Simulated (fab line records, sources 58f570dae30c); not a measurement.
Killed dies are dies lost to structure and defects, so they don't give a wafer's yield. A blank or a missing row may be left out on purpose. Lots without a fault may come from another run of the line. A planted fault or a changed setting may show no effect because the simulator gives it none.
A struck lot beside a sound one | flow berkeley_cmos170 | 17 steps out of a route of 331
Sound: wafers L562.3, L562.4, L562.5. Struck: wafers L558.1, L558.3, L558.6. The cause comes at the end.
At each step with rows: each side's tool, then ch and its chambers, then its first start. Under that, the readings that differ: sound wafers | struck wafers | difference of the means | sigmas: that difference in standard deviations of wafers without a fault.
alike: readings whose means differ by less than 2 such deviations, and words and numbers that are the same on both sides. not compared: withheld readings, readings that some wafer has no value for, bounds like >300 that may hide the same value, and numbers for which the record gives no deviation and whose values overlap.
The two part at a step that has a row with sigmas, a row that says differs or no value, or rows on one side only. Numbers that don't overlap but have no deviation are shown without sigmas and don't part them. A reading that every wafer of one side lacks parts them only if that side has two wafers or more.

UCB170_NSD_CD_MEAS_06: target cd 1200 nm.
  sound on cd_sem-02, day 11 17:50; struck on cd_sem-01, day 11 18:05
  alike: cd_nm
UCB170_NSD_OVL_MEAS_07:
  sound on overlay-01, day 11 17:56; struck on overlay-02, day 11 18:13
  alike: NSD_OVL
then, 1 step without rows for these wafers: UCB170_NSD_IMPLANT_08.
UCB170_NSD_STRIP_09: strips in O2.
  sound on plasma_asher-02 ch 0,1, day 11 18:08; struck on plasma_asher-02 ch 1, day 11 18:24
  alike: drypump_motor_current_A, oes_product_au, strip_time_to_endpoint_s
  not compared: rf_hours_counter_h
UCB170_NSD_TW_MEAS_10:
  sound on film_metro-01, day 11 18:14; struck on film_metro-02, day 11 18:30
  reading | sound          | struck         | difference | sigmas
  NSD_TW  | 4225 4218 4207 | 4138 4132 4152 | -76        | -2
then, 4 steps without rows for these wafers: UCB170_NSD_CLEAN_11 (cleans in SPM, time 600 s); UCB170_BACKSIDE_HMDS_00 (prime time 60 s); UCB170_BACKSIDE_COAT_01 (resist thk 900 nm); UCB170_BACKSIDE_SOFTBAKE_02 (time 60 s).
UCB170_BACKSIDE_STRIP_03: strips in O2.
  sound on plasma_asher-04 ch 0,1, day 11 18:59; struck on plasma_asher-04 ch 0,1, day 11 19:24
  alike: drypump_motor_current_A, oes_product_au, strip_time_to_endpoint_s
  not compared: rf_hours_counter_h
then, 1 step without rows for these wafers: UCB170_BACKSIDE_CLEAN_04 (cleans in SPM, time 600 s).
UCB170_SDANNEAL_RTA_00: time 10 s.
  sound on rtp_anneal-02 ch 0, day 11 19:15; struck on rtp_anneal-01 ch 0, day 11 19:58
  reading            | sound             | struck            | difference | sigmas
  lamp_power_pct (%) | 24.00 24.01 24.04 | 23.68 23.70 23.69 | -0.33      | -2
  alike: chamber_o2_ppm, wafer_temp_C_max
UCB170_SDANNEAL_RTA_01: time 5 s.
  sound on rtp_anneal-02 ch 0, day 11 19:19; struck on rtp_anneal-01 ch 0, day 11 20:02
  reading            | sound             | struck            | difference | sigmas
  lamp_power_pct (%) | 37.08 37.14 37.07 | 36.61 36.56 36.59 | -0.51      | -2
  alike: chamber_o2_ppm, wafer_temp_C_max
UCB170_SDANNEAL_RS_MEAS_02: measures by four-point-probe.
  sound on film_metro-04, day 11 19:23; struck on film_metro-01, day 11 20:07
  reading         | sound          | struck         | difference | sigmas
  PSD_RS (ohm/sq) | 75.9 75.7 75.8 | 70.2 69.9 70.0 | -5.8       | -19
UCB170_SDANNEAL_RS_MEAS_03: measures by four-point-probe.
  sound on film_metro-04, day 11 19:31; struck on film_metro-01, day 11 20:14
  reading         | sound             | struck            | difference | sigmas
  NSD_RS (ohm/sq) | 37.30 37.35 37.27 | 36.00 35.84 36.04 | -1.35      | -17
UCB170_SDANNEAL_RS_MEAS_04: measures by four-point-probe.
  sound on film_metro-04, day 11 19:38; struck on film_metro-01, day 11 20:22
  reading          | sound          | struck         | difference | sigmas
  PLDD_RS (ohm/sq) | 1039 1037 1036 | 1029 1025 1025 | -11        | -3
UCB170_M3_PROBE_99:
  sound on prober-01, day 12 19:26; struck on prober-01, day 12 22:03
  reading                              | sound             | struck            | difference | sigmas
  model.etest.contact_ppoly.end_ohm_um | 229.8 216.8 231.7 | 215.9 215.2 213.7 | -11.2      |
  model.etest.vpnp.gain                | 11.43 11.52 11.36 | 11.96 12.15 11.83 | +0.54      |

WHERE THEY PART
First at UCB170_NSD_TW_MEAS_10; last, within this record, at UCB170_SDANNEAL_RS_MEAS_04.

WHY: what the simulator had put in
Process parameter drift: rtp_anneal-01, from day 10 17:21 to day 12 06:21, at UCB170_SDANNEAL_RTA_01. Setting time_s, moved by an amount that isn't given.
